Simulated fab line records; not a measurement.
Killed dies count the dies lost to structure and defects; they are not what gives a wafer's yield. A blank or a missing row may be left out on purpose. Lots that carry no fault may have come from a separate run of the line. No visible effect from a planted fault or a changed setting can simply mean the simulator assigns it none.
Which of the tools did it? -- flow berkeley_cmos170 -- 21 wafers from 7 lots sampled at 3 of the route's 331 steps

WHAT THE GAUGES READ, wafer by wafer
UCB170_PWELL_THK_MEAS_06.
lot,measured,on,PWELL_NITRIDE_THK (nm)
L189,day 3 07:45,film_metro-04,218.6 217.0 218.4
L191,day 3 14:19,film_metro-01,218.0 218.9 217.5
L195,day 4 11:14,film_metro-01,218.6 219.3 219.4
L198,day 5 01:20,film_metro-02,220.4 221.9 222.5
L201,day 5 23:49,film_metro-02,222.4 221.3 223.1
L204,day 6 14:46,film_metro-01,219.6 220.2 222.2
L210,day 7 16:43,film_metro-01,220.5 220.6 220.0

EACH LOT AND THE TOOL THAT RAN IT (in order: tool; ch and the chambers of the sampled wafers; start)
lot,UCB170_ZERO_ETCH_06,UCB170_NWELL_ETCH_13
L189,"rie_diel-01 ch 0,1,2, day 2 00:26","rie_diel-03 ch 0,1,2, day 2 14:46"
L191,"rie_diel-02 ch 0,2, day 2 13:20","rie_diel-02 ch 0,1,3, day 2 23:23"
L195,"rie_diel-01 ch 0,3, day 3 08:21","rie_diel-01 ch 1,2, day 3 18:30"
L198,"rie_diel-04 ch 0,2,3, day 3 21:40","rie_diel-03 ch 1,2, day 4 07:50"
L201,"rie_diel-02 ch 0,1,2, day 4 15:02","rie_diel-02 ch 1,2, day 5 03:54"
L204,"rie_diel-02 ch 0,2,3, day 5 07:47","rie_diel-03 ch 1,3, day 5 19:49"
L210,"rie_diel-02 ch 0,1,2, day 6 12:02","rie_diel-01 ch 2,3, day 6 23:56"
- UCB170_ZERO_ETCH_06: etches SiO2 in CHF3/CF4/Ar, time 12 s.
- UCB170_NWELL_ETCH_13: etches Si3N4 in CH3F/Ar/O2, stops on SiO2, target depth 246.4 nm, time 154 s.

THE ANSWER, worked out from the rows above alone
Rule: what is usual is taken from the lots themselves. Put in order of their means at a reading, lots are off if they are a third of the lots or fewer, leave a main group of 4 or more, and stand apart from it by a gap of 3 or more times the standard deviation of the main group's means; of several such gaps the widest counts. If all means in a main group match to the digits the tables above print for the reading, that group is not used. A lot without any number at a reading at which 4 lots or more have one is off too. Any other lot the step has rows for is counted as sound.
Nothing can be told from this: no lot is off at any reading shown.

WHAT WAS PUT IN BY THE SIMULATOR
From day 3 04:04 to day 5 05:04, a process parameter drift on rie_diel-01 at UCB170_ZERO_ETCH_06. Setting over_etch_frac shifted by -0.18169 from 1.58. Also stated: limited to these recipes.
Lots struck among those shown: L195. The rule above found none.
